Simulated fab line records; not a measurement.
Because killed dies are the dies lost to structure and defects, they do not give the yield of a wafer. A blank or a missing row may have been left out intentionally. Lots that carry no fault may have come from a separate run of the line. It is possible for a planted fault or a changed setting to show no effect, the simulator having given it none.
Split-lot experiment | flow berkeley-cmos170 | 23 wafers read across 5 lots, on a route 331 steps long

ABOUT THE SPLIT
At UCB170_CONTACT_EXPOSE_12 (exposes mask CONT, target cd 700 nm), the setting dose-mj was moved away from the recipe's 35 on 10 of the 23 wafers read, by -6.6% to +7.1%. For the rest of the wafers, this setting stayed at what the recipe calls for.

FROM THE SPLIT TO THE READING: what the file shows between them, 6 steps
- UCB170_CONTACT_PEB_13
- UCB170_CONTACT_DEVELOP_14: develop time 45 s
- UCB170_CONTACT_CD_MEAS_15: target cd 700 nm
- UCB170_CONTACT_ETCH_17: etches BARC in N2/H2
- UCB170_CONTACT_ETCH_18: etches PSG in CHF3/CF4/Ar, stops on TiSi2, target depth 840 nm, time 195 s
- UCB170_CONTACT_STRIP_19: strips in O2

THE READING
cd-nm at UCB170_CONTACT_CD_MEAS_90, given in nm (cd target 700 nm). Typical for fault-free wafers on this fab line: 699.2 nm, with standard deviation 1.5 nm.

wafer  | tool, chamber at the split | dose-mj as run | against the recipe | cd-nm, nm | against lot-mates on the recipe
L075.1 | krf-scanner-02, 0          | 35             | recipe             | 700.5     | -
L075.3 | krf-scanner-02, 0          | 35             | recipe             | 699.6     | -
L075.4 | krf-scanner-02, 0          | 33.2           | -5.1%              | 689.7     | -10.3
L075.5 | krf-scanner-02, 0          | 33.2           | -5.1%              | 691.1     | -8.9
L075.6 | krf-scanner-02, 0          | 33.2           | -5.1%              | 691.6     | -8.4
L078.1 | krf-scanner-02, 0          | 35             | recipe             | 700.1     | -
L078.5 | krf-scanner-02, 0          | 35             | recipe             | 699.7     | -
L078.6 | krf-scanner-02, 0          | 35             | recipe             | 697.7     | -
L082.1 | krf-scanner-02, 0          | 35             | recipe             | 698.9     | -
L082.2 | krf-scanner-02, 0          | 35             | recipe             | 696.7     | -
L082.3 | krf-scanner-02, 0          | 32.69          | -6.6%              | 685.3     | -12.5
L082.5 | krf-scanner-02, 0          | 32.69          | -6.6%              | 683.8     | -14.0
L082.6 | krf-scanner-02, 0          | 32.69          | -6.6%              | 685.2     | -12.6
L085.1 | krf-scanner-02, 0          | 35             | recipe             | 701.5     | -
L085.2 | krf-scanner-02, 0          | 32.82          | -6.2%              | 688.2     | -11.9
L085.4 | krf-scanner-02, 0          | 32.82          | -6.2%              | 688.0     | -12.1
L085.5 | krf-scanner-02, 0          | 35             | recipe             | 700.7     | -
L085.6 | krf-scanner-02, 0          | 35             | recipe             | 698.1     | -
L084.1 | krf-scanner-01, 0          | 35             | recipe             | 699.2     | -
L084.2 | krf-scanner-01, 0          | 37.47          | +7.1%              | 709.6     | +10.3
L084.3 | krf-scanner-01, 0          | 35             | recipe             | 699.3     | -
L084.4 | krf-scanner-01, 0          | 35             | recipe             | 699.4     | -
L084.6 | krf-scanner-01, 0          | 37.47          | +7.1%              | 710.6     | +11.3

THE FIT
A straight line over all 23 wafers: cd-nm changes by +1.8 nm for each +1% of dose-mj; r = +0.98; the points scatter about the line by 1.6 nm.
The same after taking each lot's own level away (the mean of its wafers on the recipe; 23 wafers): +1.78 nm for each +1%; r = +0.99; scatter 1.1 nm.
That fit puts the effect of the largest move of dose-mj on the reading at 13 nm.
From 697.80 to 700.10 nm: that is the span of the lots' own levels, equal to 1.5 times the standard deviation above.
The two slopes agree, so the slope changes little with the lot-to-lot level.
Check: +12.8 nm against its lot-mates is what the line predicts for one of the wafers moved furthest among these (+7.1%) when that wafer is left out of the fit. Against them it came out at +10.3 nm.

THE WHOLE CHAIN: every reading that the file lists as answering this split, in the file's order
step                      | what it does                                                               | reading                                                        | change (the file's fit)              | r (the file's)
UCB170_CONTACT_CD_MEAS_15 | target cd 700 nm                                                           | cd-nm                                                          | +1.74 nm for each +1% of the setting | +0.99
UCB170_CONTACT_ETCH_17    | etches BARC in N2/H2                                                       | CONTACT.cd-nm (the simulator's own value, which no gauge read) | +1.73 nm for each +1% of the setting | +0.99
UCB170_CONTACT_ETCH_18    | etches PSG in CHF3/CF4/Ar, stops on TiSi2, target depth 840 nm, time 195 s | CONTACT.cd-nm (the simulator's own value, which no gauge read) | +1.8 nm for each +1% of the setting  | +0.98
UCB170_CONTACT_CD_MEAS_90 | target cd 700 nm                                                           | cd-nm                                                          | +1.79 nm for each +1% of the setting | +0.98

THE FILE'S OWN FIT
cd-nm changes by +1.79 nm for each +1% of dose-mj, r = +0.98.
